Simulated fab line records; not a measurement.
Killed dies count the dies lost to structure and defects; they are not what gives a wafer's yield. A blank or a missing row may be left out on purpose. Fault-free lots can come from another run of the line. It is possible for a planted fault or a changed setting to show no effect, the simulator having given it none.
Which tool is to blame? -- flow rit-cmos -- 42 wafers from 14 lots sampled at 4 of the route's 202 steps

== WHAT EACH GAUGE READ, for each wafer ==
RIT_SPACER_THK_MEAS_04. Usual: SPACER_NITRIDE_THK gives 250.3 nm (standard deviation 2.4).
lot,measured,on,SPACER_NITRIDE_THK (nm),flag
L450,day 3 12:06,film-metro-01,249.3 247.9 250.3,
L451,day 3 14:28,film-metro-01,255.6 256.5 254.7,
L452,day 3 18:28,film-metro-03,252.5 250.2 252.9,
L453,day 3 23:40,film-metro-04,246.8 249.1 248.4,
L455,day 4 14:02,film-metro-03,246.1 247.6 247.1,
L456,day 4 15:58,film-metro-03,250.5 249.6 250.4,
L457,day 4 19:17,film-metro-04,253.5 253.2 253.4,
L458,day 5 00:32,film-metro-04,249.4 249.0 249.8,
L460,day 5 13:53,film-metro-04,254.8 253.8 251.9,
L461,day 5 20:43,film-metro-01,251.4 253.5 253.2,
L463,day 6 03:11,film-metro-04,105.4 105.5 102.9,OFF
L465,day 6 15:10,film-metro-04,98.7 100.3 100.8,OFF
L470,day 7 12:48,film-metro-03,245.7 249.4 251.4,
L471,day 7 18:47,film-metro-03,247.0 244.7 248.3,

RIT_M1_BOW_MEAS_16. Usual: M1_BOW gives 16 um (standard deviation 6.3).
lot,measured,on,M1_BOW (um),flag
L450,day 4 00:39,film-metro-04,19 13 29,
L451,day 4 02:09,film-metro-03,12 16 11,
L452,day 4 05:52,film-metro-03,19 25 12,
L453,day 4 11:33,film-metro-04,13 10 25,
L455,day 5 02:44,film-metro-03,11 19 -7,
L456,day 5 04:15,film-metro-04,20 19 19,
L457,day 5 10:03,film-metro-04,28 14 14,
L458,day 5 11:48,film-metro-03,13 11 17,
L460,day 6 01:51,film-metro-03,31 9 19,
L461,day 6 08:00,film-metro-02,13 24 21,
L463,day 6 15:14,film-metro-02,-4 -8 -1,OFF
L465,day 7 02:30,film-metro-04,1 -9 -5,OFF
L470,day 8 00:13,film-metro-03,17 12 17,
L471,day 8 06:08,film-metro-02,18 9 21,

== WHAT TOOL EACH LOT RAN ON (gives the tool, then ch and the chambers of the sampled wafers, and finally the start) ==
lot,RIT_SPACER_CVD_03,RIT_SPACER_ETCHBACK_05
L450,"lpcvd-01 ch 1, day 3 10:11","rie-diel-04 ch 1,2, day 3 12:10"
L451,"lpcvd-01 ch 0, day 3 12:34","rie-diel-01 ch 1,2,3, day 3 14:32"
L452,"lpcvd-01 ch 0, day 3 16:32","rie-diel-02 ch 2,3, day 3 18:31"
L453,"lpcvd-02 ch 0, day 3 21:45","rie-diel-04 ch 0,1,3, day 3 23:43"
L455,"lpcvd-01 ch 0, day 4 12:07","rie-diel-04 ch 0,3, day 4 14:05"
L456,"lpcvd-01 ch 0, day 4 14:02","rie-diel-02 ch 0,1,3, day 4 16:01"
L457,"lpcvd-01 ch 1, day 4 17:22","rie-diel-01 ch 0,1,3, day 4 19:21"
L458,"lpcvd-02 ch 1, day 4 22:37","rie-diel-01 ch 0,1,3, day 5 00:36"
L460,"lpcvd-02 ch 1, day 5 11:59","rie-diel-01 ch 1,2,3, day 5 13:57"
L461,"lpcvd-01 ch 1, day 5 17:50","rie-diel-02 ch 0,3, day 5 20:46"
L463,"lpcvd-01 ch 1, day 6 01:16","rie-diel-02 ch 0,1,2, day 6 03:14"
L465,"lpcvd-01 ch 0, day 6 13:15","rie-diel-01 ch 0,1,3, day 6 15:13"
L470,"lpcvd-02 ch 1, day 7 09:55","rie-diel-02 ch 1,2,3, day 7 12:51"
L471,"lpcvd-02 ch 0, day 7 15:54","rie-diel-02 ch 0,3, day 7 18:50"
- RIT_SPACER_CVD_03: deposits Si3N4 from SiH2Cl2/NH3, target thk 250 nm, time 3300 s.
- RIT_SPACER_ETCHBACK_05: etches Si3N4 in SF6/CHF3, stops on SiO2, target depth 250 nm, time 240 s.

== WHAT THE TOOLS THEMSELVES READ (means of the sampled wafers that have a number; where no wafer has one, the mark that the record gives instead) ==
RIT_SPACER_CVD_03. Usual: pressure-mtorr 300.1 mTorr, standard deviation 0.58; spike-tc-load-C 834.7 C, standard deviation 2.3; spike-tc-source-C 833 C, standard deviation 3.6; susceptor-temp-C 810.0 C, standard deviation 0.39.
lot,tool,pressure-mtorr (mTorr),spike-tc-load-C (C),spike-tc-source-C (C),susceptor-temp-C (C),flag
L450,lpcvd-01,300.4,832.6,834,810.5,
L451,lpcvd-01,300.0,837.8,832,809.8,
L452,lpcvd-01,299.5,837.3,832,810.3,
L453,lpcvd-02,299.7,837.1,837,810.3,
L455,lpcvd-01,300.3,836.8,832,810.2,
L456,lpcvd-01,300.4,836.9,831,809.6,
L457,lpcvd-01,300.4,832.1,834,809.9,
L458,lpcvd-02,299.6,834.2,828,810.0,
L460,lpcvd-02,299.9,834.1,827,810.3,
L461,lpcvd-01,300.3,832.4,835,810.0,
L463,lpcvd-01,299.4,831.8,835,810.1,
L465,lpcvd-01,300.2,837.3,831,809.7,
L470,lpcvd-02,299.7,834.1,829,809.7,
L471,lpcvd-02,300.2,836.9,838,809.9,

RIT_SPACER_ETCHBACK_05. Usual: CHF3_flow_sccm 30.01 sccm, standard deviation 0.091; drypump-motor-current-A 5.8 A, standard deviation 0.68; oes-product-au 0.840 a.u., standard deviation 0.015; throttle-valve-pct 10.23 %, standard deviation 0.13.
lot,tool,CHF3_flow_sccm (sccm),drypump-motor-current-A (A),oes-product-au (a.u.),throttle-valve-pct (%),flag
L450,rie-diel-04,29.98,4.9,0.838,10.35,
L451,rie-diel-01,30.02,6.1,0.853,10.25,
L452,rie-diel-02,30.01,6.0,0.845,10.29,
L453,rie-diel-04,29.98,5.8,0.827,10.15,
L455,rie-diel-04,29.97,6.3,0.821,10.11,
L456,rie-diel-02,30.01,5.9,0.840,10.23,
L457,rie-diel-01,29.92,6.1,0.862,10.16,
L458,rie-diel-01,29.92,6.1,0.850,10.16,
L460,rie-diel-01,29.98,6.1,0.845,10.26,
L461,rie-diel-02,30.13,6.3,0.840,10.20,
L463,rie-diel-02,30.01,5.7,0.486,10.13,OFF
L465,rie-diel-01,30.01,6.1,0.483,10.05,OFF
L470,rie-diel-02,29.98,5.6,0.839,10.31,
L471,rie-diel-02,30.03,6.3,0.829,10.20,

== THE ANSWER, worked out from the rows above alone ==
Rule: a lot counts as off when the mean over its wafers that have a number is more than 3 standard deviations away from the usual mean. A lot without any number at a reading at which 4 lots or more have one is off too. Any other lot the step has rows for is counted as sound. First the gauges in route order, then the tools' own readings, where a lot's mean is used as printed above. At the first step where some lot is off, the reading lying furthest off is the one used; lots without a number count as furthest.
Off: at RIT_SPACER_THK_MEAS_04 (SPACER_NITRIDE_THK), L463, L465.
A tool fits if, at a process step before that reading, it ran every lot that is off, and no sound lot after the first of them. The gauges at RIT_SPACER_THK_MEAS_04 aren't tried: what is off there is off at RIT_SPACER_ETCHBACK_05 too, on other tools, and a gauge's error can't cause that. One candidate fits, namely lpcvd-01 at RIT_SPACER_CVD_03. A fault onset in the window from L461 (day 5 17:50, its last sound lot) to L463 (day 6 01:16, its first lot off) fits.

== WHAT WAS PUT IN BY THE SIMULATOR ==
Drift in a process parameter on lpcvd-01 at RIT_SPACER_CVD_03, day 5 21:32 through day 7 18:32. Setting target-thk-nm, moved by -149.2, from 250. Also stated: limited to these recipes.
Struck lots among those shown: L463, L465. The rule given above showed the same thing.
